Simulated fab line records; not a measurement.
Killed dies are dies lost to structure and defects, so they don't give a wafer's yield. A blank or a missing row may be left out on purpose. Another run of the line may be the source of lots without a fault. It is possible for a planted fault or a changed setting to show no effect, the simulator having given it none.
A struck lot beside a sound one | flow berkeley-cmos170 | 24 out of 331 route steps
Sound: wafers L668.1, L668.4, L668.5. Struck: wafers L669.3, L669.5, L669.6. Last of all comes the cause.
Per side, at each step with rows, come the tool, then ch with its chambers, and then its first start. Under that, the readings that differ: sound wafers | struck wafers | difference of the means | sigmas: that difference in standard deviations of wafers without a fault.
alike: words and numbers the same on both sides, and readings whose means are apart by under 2 such deviations; not compared: readings that were withheld, readings missing a value for some wafer, numbers with overlapping values and no deviation given by the record, and bounds like >300 which may hide the same value.
A row with sigmas, a row that says differs or no value, or rows on one side alone: a step with any of these is where the two part. Numbers that don't overlap but have no deviation are shown without sigmas and don't part them. Lack of a reading on every wafer of one side parts them only where that side has two or more wafers.

UCB170_NWELL_ETCH_13: etches Si3N4 in CH3F/Ar/O2, stops on SiO2, target depth 246.4 nm, time 154 s.
  sound on rie-diel-04 ch 0,2,3, day 2 23:39; struck on rie-diel-04 ch 1,2, day 3 04:50
  alike: drypump-motor-current-A, oes-product-au, throttle-valve-pct
  not compared: rf-hours-counter-h
next, for these wafers, 1 step has no rows: UCB170_NWELL_IMPLANT_14.
UCB170_NWELL_STRIP_15: strips in O2.
  sound on plasma-asher-02 ch 0,1, day 2 23:54; struck on plasma-asher-02 ch 0,1, day 3 05:07
  alike: drypump-motor-current-A, oes-product-au, strip-time-to-endpoint-s
  not compared: rf-hours-counter-h
UCB170_NWELL_TW_MEAS_16:
  sound on film-metro-02, day 3 00:00; struck on film-metro-04, day 3 05:13
  alike: NWELL_TW
then, 6 steps without rows for these wafers: UCB170_NWELL_CLEAN_17 (cleans in SPM, time 600 s); UCB170_NWELL_WET_ETCH_18 (etches Si3N4 in H3PO4, time 14400 s); UCB170_NWELL_WET_ETCH_19 (etches SiO2 in BOE, time 22 s); UCB170_PWELL_CLEAN_00 (cleans in SPM, time 600 s); UCB170_PWELL_CLEAN_01 (cleans in dHF, time 60 s); UCB170_PWELL_OXIDATION_02 (target thk 26.4 nm, ox time 1260 s).
UCB170_PWELL_THK_MEAS_03:
  sound on film-metro-03, day 3 09:19; struck on film-metro-03, day 3 18:55
  alike: PWELL_OXIDE_THK
then, 1 step without rows for these wafers: UCB170_PWELL_ANNEAL_04 (time 900 s).
UCB170_PWELL_CVD_05: deposits Si3N4 from SiH2Cl2/NH3, target thk 220 nm, time 3300 s.
  sound on lpcvd-02 ch 1, day 3 17:36; struck on lpcvd-02 ch 0, day 4 01:58
  reading                                 | sound           | struck          | difference | sigmas
  model.Si3N4_of_PWELL_CVD_05.thk-nm (nm) | 221.9 223.4 225 | 182 183.8 183.9 | -40        |
UCB170_PWELL_THK_MEAS_06:
  sound on film-metro-02, day 3 19:31; struck on film-metro-04, day 4 03:53
  reading                | sound             | struck            | difference | sigmas
  PWELL_NITRIDE_THK (nm) | 221.9 223.3 224.9 | 181.9 183.8 184.1 | -40.1      | -19
then, 6 steps without rows for these wafers: UCB170_PWELL_HMDS_07 (prime time 60 s); UCB170_PWELL_COAT_08 (resist thk 900 nm); UCB170_PWELL_SOFTBAKE_09 (time 60 s); UCB170_PWELL_EXPOSE_10 (exposes mask PWELL, target cd 3000 nm); UCB170_PWELL_PEB_11; UCB170_PWELL_DEVELOP_12 (develop time 45 s).
UCB170_PWELL_OVL_MEAS_13:
  sound on overlay-02, day 3 20:54; struck on overlay-02, day 4 05:46
  alike: PWELL_OVL
UCB170_PWELL_ETCH_14: etches Si3N4 in CH3F/Ar/O2, stops on SiO2, target depth 242 nm, time 151 s.
  sound on rie-diel-01 ch 1,3, day 3 20:56; struck on rie-diel-04 ch 1,2,3, day 4 05:47
  reading                  | sound             | struck            | difference | sigmas
  oes-product-au (a.u.)    | 0.931 0.951 0.935 | 0.851 0.860 0.850 | -0.085     | -9
  model.etch.depth-nm (nm) | 221.9 223.4 225   | 182 183.8 183.9   | -40        |
  alike: drypump-motor-current-A, throttle-valve-pct
  not compared: rf-hours-counter-h
next, for these wafers, 1 step has no rows: UCB170_PWELL_IMPLANT_15.
UCB170_M3_PROBE_99:
  the record has rows for the sound wafers here (prober-01, day 9 03:20) and none for the struck ones

## WHERE THEY PART
At UCB170_PWELL_THK_MEAS_06 first; at UCB170_M3_PROBE_99 last (within this record only).

WHY: what had been put in by the simulator
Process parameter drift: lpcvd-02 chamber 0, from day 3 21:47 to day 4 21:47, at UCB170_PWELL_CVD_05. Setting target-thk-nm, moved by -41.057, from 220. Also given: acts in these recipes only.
